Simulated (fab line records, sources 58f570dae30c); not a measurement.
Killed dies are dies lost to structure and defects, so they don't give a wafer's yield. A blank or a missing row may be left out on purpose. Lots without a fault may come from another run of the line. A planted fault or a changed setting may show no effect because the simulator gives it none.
Which tool did it? | flow berkeley_cmos170 | 14 lots, 40 wafers sampled, at 5 steps of a route of 331

WHAT THE GAUGES READ, wafer by wafer
UCB170_SILICIDE_RS_MEAS_02: measures by four-point-probe.
lot  | measured     | on            | SILICIDE_TI_RS (ohm/sq)
L226 | day 6 22:42  | film_metro-04 | 26.0 26.3 26.3
L227 | day 6 22:49  | film_metro-01 | 26.7 26.7 26.4
L231 | day 7 21:46  | film_metro-04 | 26.1 25.9 25.8
L229 | day 7 21:53  | film_metro-01 | 26.2 26.3 26.5
L232 | day 8 03:43  | film_metro-04 | 26.7 26.5 26.7
L233 | day 8 11:11  | film_metro-04 | 25.9 26.0 26.1
L234 | day 8 11:37  | film_metro-04 | 25.7 25.9 25.7
L237 | day 9 02:31  | film_metro-03 | 27.0 26.9 26.7
L235 | day 9 03:16  | film_metro-04 | 25.8 25.7 25.7
L236 | day 9 04:11  | film_metro-03 | 25.6 25.9 25.6
L238 | day 9 13:04  | film_metro-03 | 26.0 26.2 25.9
L240 | day 10 01:20 | film_metro-01 | 25.5
L247 | day 11 05:25 | film_metro-04 | 25.6 26.0 26.0
L248 | day 11 18:00 | film_metro-03 | 26.0 26.2 26.2

UCB170_M1_CD_MEAS_09: target cd 700 nm.
lot  | measured     | on        | cd_nm (nm)
L226 | day 7 05:05  | cd_sem-01 | 698.8 699.6 700.6
L227 | day 7 05:23  | cd_sem-02 | 699.0 697.5 699.1
L231 | day 8 03:40  | cd_sem-02 | 698.8 699.7 700.1
L229 | day 8 04:07  | cd_sem-02 | 700.4 700.6 700.7
L232 | day 8 13:01  | cd_sem-02 | 699.3 700.5 699.8
L233 | day 8 17:47  | cd_sem-02 | 699.5 696.5 698.5
L234 | day 8 19:31  | cd_sem-02 | 704.1 702.7 703.9
L237 | day 9 10:26  | cd_sem-02 | 700.7 701.0 701.4
L235 | day 9 12:39  | cd_sem-02 | 700.6 700.6 700.5
L236 | day 9 12:58  | cd_sem-01 | 699.5 698.7 700.0
L238 | day 9 21:04  | cd_sem-01 | 698.8 701.7 699.3
L240 | day 10 08:37 | cd_sem-01 | 699.5
L247 | day 11 12:16 | cd_sem-02 | 699.9 698.2 698.7
L248 | day 12 00:31 | cd_sem-02 | 699.9 701.8 701.2

UCB170_V1_THK_MEAS_04.
lot  | measured     | on            | V1_POLISHED_THK (nm)
L226 | day 7 11:14  | film_metro-02 | 1000.9 1002.2 1002.0
L227 | day 7 11:31  | film_metro-01 | 1000.7 1001.4 1001.9
L231 | day 8 09:19  | film_metro-01 | 999.5 998.9 998.3
L229 | day 8 09:17  | film_metro-02 | 999.3 999.6 999.4
L232 | day 8 19:38  | film_metro-04 | 1000.0 1000.5 999.9
L233 | day 8 23:34  | film_metro-01 | 1001.1 998.9 999.7
L234 | day 8 23:35  | film_metro-02 | 1000.4 998.3 1001.1
L237 | day 9 16:01  | film_metro-01 | 1000.1 1000.7 998.4
L235 | day 9 16:19  | film_metro-04 | 1000.2 999.7 998.1
L236 | day 9 16:01  | film_metro-02 | 999.7 998.9 998.0
L238 | day 10 02:02 | film_metro-01 | 1000.3 1357.0 998.6
L240 | day 10 12:10 | film_metro-04 | 1359.0
L247 | day 11 17:55 | film_metro-04 | 1000.0 998.5 999.3
L248 | day 12 06:41 | film_metro-02 | 998.0 999.5 997.9

WHICH TOOL RAN EACH LOT (tool, then ch and the chambers of the sampled wafers, then the start)
lot  | UCB170_SILICIDE_RTA_04           | UCB170_V1_CMP_02
L226 | rtp_anneal-01 ch 0, day 6 22:52  | cmp-02 ch 0,1,3, day 7 10:51
L227 | rtp_anneal-02 ch 0, day 6 23:00  | cmp-02 ch 0,2,3, day 7 11:09
L231 | rtp_anneal-01 ch 0, day 7 21:55  | cmp-01 ch 1,2, day 8 08:55
L229 | rtp_anneal-02 ch 0, day 7 22:04  | cmp-02 ch 0,1,3, day 8 08:52
L232 | rtp_anneal-01 ch 0, day 8 03:53  | cmp-01 ch 0,2,3, day 8 19:13
L233 | rtp_anneal-02 ch 0, day 8 11:22  | cmp-01 ch 0,1,2, day 8 23:08
L234 | rtp_anneal-01 ch 0, day 8 11:46  | cmp-02 ch 1,2,3, day 8 23:14
L237 | rtp_anneal-02 ch 0, day 9 02:42  | cmp-02 ch 0,2,3, day 9 15:35
L235 | rtp_anneal-01 ch 0, day 9 03:27  | cmp-02 ch 1,2,3, day 9 15:56
L236 | rtp_anneal-01 ch 0, day 9 04:22  | cmp-01 ch 1,2, day 9 15:35
L238 | rtp_anneal-02 ch 0, day 9 13:14  | cmp-01 ch 0,2,3, day 10 01:36
L240 | rtp_anneal-02 ch 0, day 10 01:29 | cmp-01 ch 2, day 10 11:55
L247 | rtp_anneal-02 ch 0, day 11 05:35 | cmp-02 ch 0,1,3, day 11 17:29
L248 | rtp_anneal-01 ch 0, day 11 18:10 | cmp-02 ch 0,1,3, day 12 06:23
- UCB170_SILICIDE_RTA_04: time 15 s.
- UCB170_V1_CMP_02: polishes SiO2.

WHAT THE TOOLS THEMSELVES READ (means of the sampled wafers that have a number; where no wafer has one, the mark that the record gives instead)
UCB170_SILICIDE_RTA_04.
lot  | tool          | lamp_power_pct (%) | wafer_temp_C_max
L226 | rtp_anneal-01 | 10.1               | 652.9
L227 | rtp_anneal-02 | 8.4                | 651.5
L231 | rtp_anneal-01 | 10.1               | 653.1
L229 | rtp_anneal-02 | 8.4                | 652.7
L232 | rtp_anneal-01 | 10.1               | 653.5
L233 | rtp_anneal-02 | 8.4                | 652.4
L234 | rtp_anneal-01 | 10.1               | 653.1
L237 | rtp_anneal-02 | 8.4                | 652.4
L235 | rtp_anneal-01 | 10.1               | 653.6
L236 | rtp_anneal-01 | 10.1               | 653.4
L238 | rtp_anneal-02 | 8.4                | 652.2
L240 | rtp_anneal-02 | 8.4                | 651.8
L247 | rtp_anneal-02 | 8.4                | 652.3
L248 | rtp_anneal-01 | 10.1               | 652.8

UCB170_V1_CMP_02.
lot  | tool   | motor_current_A (A)
L226 | cmp-02 | 15.1
L227 | cmp-02 | 15.8
L231 | cmp-01 | 16.5
L229 | cmp-02 | 14.3
L232 | cmp-01 | 17.4
L233 | cmp-01 | 15.7
L234 | cmp-02 | 13.5
L237 | cmp-02 | 14.9
L235 | cmp-02 | 13.8
L236 | cmp-01 | 15.5
L238 | cmp-01 | 17.5
L240 | cmp-01 | 17.0
L247 | cmp-02 | 14.8
L248 | cmp-02 | 14.3

THE ANSWER, worked out from the rows above alone
Rule: what is usual is taken from the lots themselves. Put in order of their means at a reading, lots are off if they are a third of the lots or fewer, leave a main group of 4 or more, and stand apart from it by a gap of 3 or more times the standard deviation of the main group's means; of several such gaps the widest counts. A main group whose means are all the same, to the digits that the tables above print for the reading, isn't used. A lot without any number at a reading at which 4 lots or more have one is off too. The other lots that the step has rows for count as sound. The gauges are gone through in route order, then the tools' own readings, and for those a lot's mean is taken as printed above. The first step at which some lot is off is used, and at that step the reading that is off furthest; a lot without a number counts as furthest.
Off: L238, L240, at UCB170_V1_THK_MEAS_04 (V1_POLISHED_THK). The main group: mean 999.8 nm, standard deviation 0.92.
A tool fits if, at a process step before that reading, it ran every lot that is off, and no sound lot after the first of them. The gauges at UCB170_V1_THK_MEAS_04 are tried like those tools. One fits: cmp-01 at UCB170_V1_CMP_02. Its last sound lot is L236 (day 9 15:35), its first lot that is off L238 (day 10 01:36): a fault that began between those two fits.

WHAT THE SIMULATOR HAD PUT IN
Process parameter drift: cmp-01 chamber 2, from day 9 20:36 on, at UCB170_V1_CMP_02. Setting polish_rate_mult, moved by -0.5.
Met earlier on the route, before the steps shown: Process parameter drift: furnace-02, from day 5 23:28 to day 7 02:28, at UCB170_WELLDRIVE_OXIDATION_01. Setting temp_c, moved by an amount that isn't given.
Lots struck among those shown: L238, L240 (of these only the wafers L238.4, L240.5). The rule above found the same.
